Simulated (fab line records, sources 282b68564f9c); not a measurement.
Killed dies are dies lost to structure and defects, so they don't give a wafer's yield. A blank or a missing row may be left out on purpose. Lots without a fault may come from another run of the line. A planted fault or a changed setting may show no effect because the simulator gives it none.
Problem report in the 8D (eight disciplines) form, filled by code | flow rit_cmos | the parts of the form that need people (team, actions taken, sign-off) are left out

1. THE PROBLEM
run_length_s at RIT_ACTIVE_ETCH_13 reads a mean of 216.2 s on 2 wafers of 2 lots; wafers without a fault read 238.3 s with a standard deviation of 0.53. That is -42 standard deviations from the usual mean.
The step: etches Si3N4 in SF6, stops on SiO2, time 210 s, target depth 210 nm.
First seen on wafer L672.6, day 4 02:43, on rie_diel-03. The record holds 42 wafers of 14 lots with a number at this step. Rule for "out", or "out of limits": more than 4 standard deviations from the usual mean. The other wafers with a number count as sound.

2. WHAT IT IS AND WHAT IT IS NOT
question                    | is                           | is not
which readings at this step | run_length_s, oes_product_au | drypump_motor_current_A, throttle_valve_pct
which lots                  | L672, L677                   | L660, L661, L663, L664, L665, L666, L667, L668, L669, L679, L681, L682
which wafers of those lots  | L672.6, L677.6               | L672.1, L672.4, L677.3, L677.5
read on which tools         | rie_diel-03                  | rie_diel-01, rie_diel-02
when                        | from day 4 02:43             | up to then (29 sound wafers); but 11 sound wafers of L677, L679, L681, L682 came after

3. SUSPECTS, AND WHAT RULES EACH OUT
Counting: a tool at a process step up to the reading stays a suspect if it ran every lot that is out. Sound lots after the first of them don't rule it out here, since some wafers of a struck lot are sound.
- rie_diel-03 at RIT_ACTIVE_ETCH_13 (etches Si3N4 in SF6, stops on SiO2, time 210 s, target depth 210 nm): kept. It ran every lot that is out, first L672 (day 4 02:43); its last sound lot up to then is L668 (day 3 07:09). Its own readings are out on those wafers: oes_product_au, run_length_s.
- Within rie_diel-03 at RIT_ACTIVE_ETCH_13: the wafers that are out ran in chamber 1; their sound lot-mates ran in chambers 0, 2, 3.
Left after counting: rie_diel-03 at RIT_ACTIVE_ETCH_13.

4. THE CAUSE (what the simulator had put in)
Process parameter drift: rie_diel-03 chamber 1, from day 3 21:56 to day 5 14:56, at RIT_ACTIVE_ETCH_13. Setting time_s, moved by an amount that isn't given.
Counting left only this tool.

5. THE CHAIN OF EFFECTS, in route order
Each row: a reading whose mean over the struck wafers that have a number lies more than 3 standard deviations from the usual. Only readings for which the record gives a usual standard deviation are gone through. hours: the time from each lot's start at the first step in this table that gives one to its start at this step, as a median over the lots. sigmas: the change in usual standard deviations.
hours | step               | reading        | usual      | on struck wafers | change | sigmas
0     | RIT_ACTIVE_ETCH_13 | oes_product_au | 0.824 a.u. | 0.939            | +0.115 | +9.5
0     | RIT_ACTIVE_ETCH_13 | run_length_s   | 238.3 s    | 216.2            | -22.2  | -42
The process steps in it:
- RIT_ACTIVE_ETCH_13: etches Si3N4 in SF6, stops on SiO2, time 210 s, target depth 210 nm.
Readings that are blank on the struck wafers while sound wafers have them: rf_fwd_power_W at RIT_ACTIVE_ETCH_13.
Later measuring or inspecting steps at which every struck wafer that the step has a row for has a number for every such reading, and none has moved that far: RIT_NWELL_OVL_MEAS_06.

6. WHAT WOULD HAVE CAUGHT IT SOONER
In this record the first reading out of limits was taken at day 4 02:43, 5 hours after the fault began at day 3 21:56.
